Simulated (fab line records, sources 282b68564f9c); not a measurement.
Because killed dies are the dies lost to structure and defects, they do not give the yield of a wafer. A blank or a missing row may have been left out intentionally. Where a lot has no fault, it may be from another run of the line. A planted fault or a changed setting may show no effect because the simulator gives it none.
Matching of chambers + flow rit cmos + RIT_GATE_CLEAN_04 on wet bench-03 has 3 sister chambers
The step cleans in dHF, time 60 s. 3 wafers are shown with their chamber, then 7 later ones without.

## WAFERS PAIRED WITH THEIR CHAMBERS
| wafer  | chamber | run length s (s) |
|--------|---------|------------------|
| L625.6 | 3       | 93               |
| L643.6 | 0       | 88               |
| L644.5 | 1       | 85               |

## WAFERS MISSING THEIR CHAMBER
| wafer  | run length s (s) |
|--------|------------------|
| L644.6 | 85               |
| L646.1 | 86               |
| L646.3 | 86               |
| L646.6 | 86               |
| L648.1 | 89               |
| L648.5 | 89               |
| L648.6 | 89               |

## EACH ONE'S CHAMBER
| wafer  | from the rows above     | in truth |
|--------|-------------------------|----------|
| L644.6 | 1                       | 1        |
| L646.1 | can't be placed: 1 or 0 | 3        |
| L646.3 | can't be placed: 1 or 0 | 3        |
| L646.6 | can't be placed: 1 or 0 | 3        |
| L648.1 | 0                       | 0        |
| L648.5 | 0                       | 0        |
| L648.6 | 0                       | 0        |
Correctly placed: 4 of 7. These rows do not allow placing 3 (true chamber among the candidates in 0). Number placed wrongly: 0.
How it was worked out, from the rows above alone: a wafer's distance from a chamber is the root of the sum, over the readings, of the square of ((its reading less the chamber's mean) divided by the reading's scatter). The wafer belongs to the nearest chamber; if the next one is less than 2 further off, it can't be placed. For every chamber, the mean is computed from those of its wafers that are shown. The scatter: root of mean squared gap, hidden wafer to nearest shown wafer, with one shown wafer a chamber.
